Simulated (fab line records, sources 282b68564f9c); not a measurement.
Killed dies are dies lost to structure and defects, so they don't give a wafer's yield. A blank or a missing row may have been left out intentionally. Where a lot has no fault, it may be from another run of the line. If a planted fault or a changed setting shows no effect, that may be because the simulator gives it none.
fab line records + flow rit-cmos + part 2 of 2: steps 32 to 44 of 44
record
- lots=5
- wafers=15
- last-day=7
route steps=202 shown GATE@78 FOX2@80 REOX@98 NLDD@103 PLDD@114
lots that met no fault: taken from a fault-free run of the same line
start-h: hours from the record's opening day to when the first of the lot's shown wafers began + wait-h: time in hours since the lot's previous step + " as in the row above + L1.1+2: a row that stands for several wafers + - no value, or no start given + * or withheld: withheld + < > ~ a bound
route shown NAME@n: NAME is a module with steps in the file, n the number in the route of the first one + usual: mean/standard deviation taken from wafers without a fault + same: alike in all rows + chamber/n: place in a boat + sites: per-site readings + _std_site: the standard deviation of these + _edge_site: mean of outer sites minus mean of inner sites + radius-mm: how far each site lies from the wafer's centre + mask NAME#n: copy n + behind: the tool/chamber that last shaped the wafer + hold: cause of the lot's hold/its duration in hours/its outcome + device: names the non-switching transistor (n, p or np) + end of line: at the end of the route, the tests of the same wafers + a step with no rows: only its recipe + killed: not the wafer's yield, but the dies lost to structure and defects at the first sort + map: the dies of a wafer, with x for killed, . for not killed, _ for no die there
set.NAME: the setting as run; set.NAME@STEP: as run at that earlier step + model.NAME: the simulator's own value behind a step, which no gauge read
a table for each step, a row for each wafer; lots at some steps of the route
services: when a tool's chamber went out of use (start-h, in hours from the record's first day, below 0 if earlier), for how many hours, and the reason
## steps
# step RIT_NLDD_OVL_MEAS_06
# usual
- NLDD_OVL=0.2/1.5
| lot.wafer | tool       | chamber | start-h | wait-h | NLDD_OVL[nm] |
|-----------|------------|---------|---------|--------|--------------|
| L082.1    | overlay-02 | -       | 85.46   | -      | 0.7          |
| L082.3    | "          | -       | "       | "      | 2.7          |
| L082.6    | "          | -       | "       | "      | 1.4          |
| L087.1    | overlay-01 | -       | 111.37  | -      | -0.4         |
| L087.3    | "          | -       | "       | "      | 0.1          |
| L087.6    | "          | -       | "       | "      | 0.0          |
| L091.1    | overlay-02 | -       | 132.62  | -      | 1.9          |
| L091.2    | "          | -       | "       | "      | 1.3          |
| L091.4    | "          | -       | "       | "      | 3.0          |
| L093.1    | overlay-01 | -       | 138.62  | -      | -0.5         |
| L093.2    | "          | -       | "       | "      | -1.3         |
| L093.5    | "          | -       | "       | "      | 0.8          |
| L097.1    | overlay-01 | -       | 159.58  | -      | 2.3          |
| L097.2    | "          | -       | "       | "      | 2.5          |
| L097.3    | "          | -       | "       | "      | 2.6          |
# step RIT_NLDD_HARDBAKE_07
# recipe
- resist=NOVOLAK
- temp-c=140
- time-s=60
| lot.wafer  | tool           | chamber | start-h | wait-h |
|------------|----------------|---------|---------|--------|
| L082.1+3+6 | litho-track-04 | 0       | 85.50   | 0.0    |
| L087.1+3+6 | litho-track-01 | 0       | 111.56  | 0.2    |
| L091.1+2+4 | litho-track-01 | 0       | 132.65  | 0.0    |
| L093.1+2+5 | litho-track-02 | 0       | 138.66  | 0.0    |
| L097.1+2+3 | litho-track-02 | 0       | 159.62  | 0.0    |
# step RIT_NLDD_IMPLANT_08
# recipe
- species=P
- energy-kev=20
- dose-cm2=5.054e+14
- tilt-deg=7
# usual
- tilt-deg=7.003/0.022
| lot.wafer | tool         | chamber | start-h | wait-h | tilt-deg |
|-----------|--------------|---------|---------|--------|----------|
| L082.1    | implanter-03 | 0       | 85.65   | 0.1    | 7.025    |
| L082.3    | "            | 0       | "       | "      | 7.000    |
| L082.6    | "            | 0       | "       | "      | 7.032    |
| L087.1    | implanter-04 | 0       | 111.71  | 0.1    | 7.008    |
| L087.3    | "            | 0       | "       | "      | 7.005    |
| L087.6    | "            | 0       | "       | "      | 7.012    |
| L091.1    | implanter-02 | 0       | 132.80  | 0.1    | 7.025    |
| L091.2    | "            | 0       | "       | "      | 6.973    |
| L091.4    | "            | 0       | "       | "      | 6.967    |
| L093.1    | implanter-02 | 0       | 138.81  | 0.1    | 7.020    |
| L093.2    | "            | 0       | "       | "      | 7.001    |
| L093.5    | "            | 0       | "       | "      | 7.011    |
| L097.1    | implanter-03 | 0       | 159.77  | 0.1    | 7.006    |
| L097.2    | "            | 0       | "       | "      | 7.039    |
| L097.3    | "            | 0       | "       | "      | 6.999    |
# step RIT_NLDD_STRIP_09
# recipe
- chemistry=O2
- time-s=180
- resist=NOVOLAK
- platen-temp-c=withheld
- power-w=500
- pressure-mtorr=4000
- o2-flow-sccm=4000
# usual
- drypump-motor-current-A=5.46/0.17
- rf-refl-power-W=6.3/1.3
| lot.wafer | tool            | chamber | start-h | wait-h | drypump-motor-current-A | rf-hours-counter-h | rf-refl-power-W |
|-----------|-----------------|---------|---------|--------|-------------------------|--------------------|-----------------|
| L082.1    | plasma-asher-03 | 0       | 85.80   | 0.1    | 5.56                    | 45                 | 4.8             |
| L082.3    | "               | 0       | "       | "      | 5.56                    | -                  | 4.9             |
| L082.6    | "               | 1       | "       | "      | 5.29                    | -                  | 8.4             |
| L087.1    | plasma-asher-04 | 0       | 111.86  | 0.1    | 5.30                    | 32                 | 4.6             |
| L087.3    | "               | 0       | "       | "      | 5.25                    | -                  | 4.9             |
| L087.6    | "               | 0       | "       | "      | 5.29                    | -                  | 4.6             |
| L091.1    | plasma-asher-03 | 1       | 132.95  | 0.1    | 5.29                    | 51                 | 8.2             |
| L091.2    | "               | 0       | "       | "      | 5.58                    | 51                 | 5.4             |
| L091.4    | "               | 0       | "       | "      | 5.54                    | -                  | 5.0             |
| L093.1    | plasma-asher-01 | 1       | 138.96  | 0.1    | 5.45                    | 3                  | 7.6             |
| L093.2    | "               | 0       | "       | "      | 5.41                    | 3                  | 7.8             |
| L093.5    | "               | 1       | "       | "      | 5.45                    | -                  | 7.4             |
| L097.1    | plasma-asher-03 | 1       | 159.92  | 0.1    | 5.31                    | 53                 | 8.5             |
| L097.2    | "               | 0       | "       | "      | 5.52                    | 53                 | 5.2             |
| L097.3    | "               | 0       | "       | "      | 5.52                    | -                  | 5.1             |
# step RIT_NLDD_TW_MEAS_10
# usual
- NLDD_TW=2495/39
| lot.wafer | tool          | chamber | start-h | wait-h | NLDD_TW |
|-----------|---------------|---------|---------|--------|---------|
| L082.1    | film-metro-04 | -       | 85.97   | 0.1    | 2442    |
| L082.3    | "             | -       | "       | "      | 2440    |
| L082.6    | "             | -       | "       | "      | 2448    |
| L087.1    | film-metro-03 | -       | 112.03  | 0.1    | 2527    |
| L087.3    | "             | -       | "       | "      | 2520    |
| L087.6    | "             | -       | "       | "      | 2525    |
| L091.1    | film-metro-04 | -       | 133.13  | 0.1    | 2454    |
| L091.2    | "             | -       | "       | "      | 2453    |
| L091.4    | "             | -       | "       | "      | 2458    |
| L093.1    | film-metro-03 | -       | 139.14  | 0.1    | 2528    |
| L093.2    | "             | -       | "       | "      | 2506    |
| L093.5    | "             | -       | "       | "      | 2535    |
| L097.1    | film-metro-03 | -       | 160.09  | 0.1    | 2527    |
| L097.2    | "             | -       | "       | "      | 2514    |
| L097.3    | "             | -       | "       | "      | 2514    |
# step RIT_PLDD_HMDS_00
# recipe
- prime-time-s=60
- prime-temp-c=140
# same
- prime-time-s=60
| lot.wafer  | tool           | chamber | start-h | wait-h |
|------------|----------------|---------|---------|--------|
| L082.1+3+6 | litho-track-01 | 0       | 86.03   | 0.1    |
| L087.1+3+6 | litho-track-03 | 0       | 112.26  | 0.2    |
| L091.1+2+4 | litho-track-03 | 0       | 133.19  | 0.1    |
| L093.1+2+5 | litho-track-03 | 0       | 139.20  | 0.1    |
| L097.1+2+3 | litho-track-01 | 0       | 160.15  | 0.1    |
# step RIT_PLDD_COAT_01
# recipe
- resist=NOVOLAK
- spin-rpm=3250
- resist-thk-nm=1000
| lot.wafer  | tool           | chamber | start-h | wait-h |
|------------|----------------|---------|---------|--------|
| L082.1+3+6 | litho-track-01 | 0       | 86.18   | 0.1    |
| L087.1+3+6 | litho-track-03 | 0       | 112.41  | 0.1    |
| L091.1+2+4 | litho-track-03 | 0       | 133.34  | 0.1    |
| L093.1+2+5 | litho-track-03 | 0       | 139.35  | 0.1    |
| L097.1+2+3 | litho-track-01 | 0       | 160.30  | 0.1    |
# step RIT_PLDD_SOFTBAKE_02
# recipe
- resist=NOVOLAK
- temp-c=90
- time-s=60
| lot.wafer  | tool           | chamber | start-h | wait-h |
|------------|----------------|---------|---------|--------|
| L082.1+3+6 | litho-track-01 | 0       | 86.33   | 0.1    |
| L087.1+3+6 | litho-track-03 | 0       | 112.56  | 0.1    |
| L091.1+2+4 | litho-track-03 | 0       | 133.49  | 0.1    |
| L093.1+2+5 | litho-track-03 | 0       | 139.50  | 0.1    |
| L097.1+2+3 | litho-track-01 | 0       | 160.45  | 0.1    |
# step RIT_PLDD_EXPOSE_03
# recipe
- mask-id=M8
- na=0.57
- target-cd-nm=40900
- dose-mj=250
# usual
- reticle-temp-C=23.01/0.12
# same
- na=0.57
| lot.wafer | tool             | chamber | start-h | wait-h | mask | reticle-temp-C |
|-----------|------------------|---------|---------|--------|------|----------------|
| L082.1    | iline-stepper-01 | 0       | 86.61   | 0.2    | M8#0 | 23.05          |
| L082.3    | "                | 0       | "       | "      | M8#0 | 23.04          |
| L082.6    | "                | 0       | "       | "      | M8#0 | 22.93          |
| L087.1    | iline-stepper-01 | 0       | 112.71  | 0.1    | M8#0 | 23.00          |
| L087.3    | "                | 0       | "       | "      | M8#0 | 22.85          |
| L087.6    | "                | 0       | "       | "      | M8#0 | 22.89          |
| L091.1    | iline-stepper-02 | 0       | 133.77  | 0.3    | M8#0 | 23.03          |
| L091.2    | "                | 0       | "       | "      | M8#0 | 22.72          |
| L091.4    | "                | 0       | "       | "      | M8#0 | 23.02          |
| L093.1    | iline-stepper-01 | 0       | 139.77  | 0.2    | M8#0 | 23.08          |
| L093.2    | "                | 0       | "       | "      | M8#0 | 22.95          |
| L093.5    | "                | 0       | "       | "      | M8#0 | 23.07          |
| L097.1    | iline-stepper-02 | 0       | 160.73  | 0.2    | M8#0 | 22.95          |
| L097.2    | "                | 0       | "       | "      | M8#0 | 22.92          |
| L097.3    | "                | 0       | "       | "      | M8#0 | 22.91          |
# step RIT_PLDD_PEB_04
# recipe
- resist=NOVOLAK
- temp-c=withheld
- time-s=withheld
| lot.wafer  | tool           | chamber | start-h | wait-h |
|------------|----------------|---------|---------|--------|
| L082.1+3+6 | litho-track-01 | 0       | 86.73   | 0.1    |
| L087.1+3+6 | litho-track-02 | 0       | 112.83  | 0.1    |
| L091.1+2+4 | litho-track-03 | 0       | 133.89  | 0.1    |
| L093.1+2+5 | litho-track-03 | 0       | 139.89  | 0.1    |
| L097.1+2+3 | litho-track-02 | 0       | 160.84  | 0.1    |
# step RIT_PLDD_DEVELOP_05
# recipe
- resist=NOVOLAK
- develop-time-s=50
- dev-temp-c=23
# usual
- developer-temp-C=23.01/0.12
| lot.wafer | tool           | chamber | start-h | wait-h | developer-temp-C |
|-----------|----------------|---------|---------|--------|------------------|
| L082.1    | litho-track-01 | 0       | -       | -      | 23.20            |
| L082.3    | "              | 0       | "       | "      | 23.18            |
| L082.6    | "              | 0       | "       | "      | 23.27            |
| L087.1    | litho-track-02 | 0       | -       | -      | 23.17            |
| L087.3    | "              | 0       | "       | "      | 23.31            |
| L087.6    | "              | 0       | "       | "      | 23.10            |
| L091.1    | litho-track-03 | 0       | -       | -      | 22.97            |
| L091.2    | "              | 0       | "       | "      | 22.89            |
| L091.4    | "              | 0       | "       | "      | 22.77            |
| L093.1    | litho-track-03 | 0       | -       | -      | 23.06            |
| L093.2    | "              | 0       | "       | "      | 22.97            |
| L093.5    | "              | 0       | "       | "      | 22.83            |
| L097.1    | litho-track-02 | 0       | -       | -      | 22.76            |
| L097.2    | "              | 0       | "       | "      | 23.02            |
| L097.3    | "              | 0       | "       | "      | 22.89            |
# step RIT_PLDD_OVL_MEAS_06
# usual
- PLDD_OVL=0.0/1.2
| lot.wafer | tool       | chamber | start-h | wait-h | PLDD_OVL[nm] |
|-----------|------------|---------|---------|--------|--------------|
| L082.1    | overlay-02 | -       | 87.01   | -      | 0.6          |
| L082.3    | "          | -       | "       | "      | 0.4          |
| L082.6    | "          | -       | "       | "      | 1.3          |
| L087.1    | overlay-01 | -       | 113.11  | -      | 0.9          |
| L087.3    | "          | -       | "       | "      | -0.6         |
| L087.6    | "          | -       | "       | "      | 0.1          |
| L091.1    | overlay-02 | -       | 134.17  | -      | 0.2          |
| L091.2    | "          | -       | "       | "      | 0.4          |
| L091.4    | "          | -       | "       | "      | -0.1         |
| L093.1    | overlay-01 | -       | 140.17  | -      | -2.4         |
| L093.2    | "          | -       | "       | "      | -1.6         |
| L093.5    | "          | -       | "       | "      | -2.1         |
| L097.1    | overlay-02 | -       | 161.13  | -      | 1.6          |
| L097.2    | "          | -       | "       | "      | 1.2          |
| L097.3    | "          | -       | "       | "      | 1.9          |
# step RIT_PLDD_HARDBAKE_07
# recipe
- resist=NOVOLAK
- temp-c=140
- time-s=60
| lot.wafer  | tool           | chamber | start-h | wait-h |
|------------|----------------|---------|---------|--------|
| L082.1+3+6 | litho-track-03 | 0       | 87.05   | 0.0    |
| L087.1+3+6 | litho-track-02 | 0       | 113.15  | 0.0    |
| L091.1+2+4 | litho-track-01 | 0       | 134.21  | 0.0    |
| L093.1+2+5 | litho-track-01 | 0       | 140.21  | 0.0    |
| L097.1+2+3 | litho-track-01 | 0       | 161.16  | 0.0    |
## services
| tool             | chamber | start-h | hours | kind       |
|------------------|---------|---------|-------|------------|
| lpcvd-02         | -       | 53.26   | 6.0   | pm         |
| iline-stepper-02 | -       | 54.26   | 1.7   | pm         |
| furnace-03       | -       | 62.20   | 4.2   | pm         |
| implanter-04     | -       | 63.46   | 3.3   | repair     |
| rie-si-01        | 0       | 65.01   | 3.8   | repair     |
| implanter-03     | -       | 67.72   | 1.5   | repair     |
| implanter-03     | -       | 88.98   | 2.4   | repair     |
| rie-si-01        | 3       | 91.23   | 8.8   | repair     |
| plasma-asher-01  | -       | 105.73  | 1.2   | repair     |
| plasma-asher-01  | -       | 108.75  | 9.0   | pm         |
| plasma-asher-01  | 0       | 108.75  | 9.0   | vent-cycle |
| plasma-asher-01  | 1       | 108.75  | 9.0   | vent-cycle |
| plasma-asher-01  | 0       | 117.75  | -     | clean      |
| plasma-asher-01  | 1       | 117.75  | -     | clean      |
| iline-stepper-01 | -       | 127.65  | 1.7   | pm         |
| iline-stepper-01 | -       | 130.37  | 8.9   | pm         |
| lpcvd-02         | -       | 134.99  | 0.3   | repair     |
| implanter-03     | -       | 147.25  | 5.5   | pm         |
| rie-si-02        | 3       | 149.43  | 3.9   | repair     |
| furnace-04       | -       | 150.66  | 4.0   | pm         |
| furnace-01       | -       | 157.20  | 3.0   | pm         |
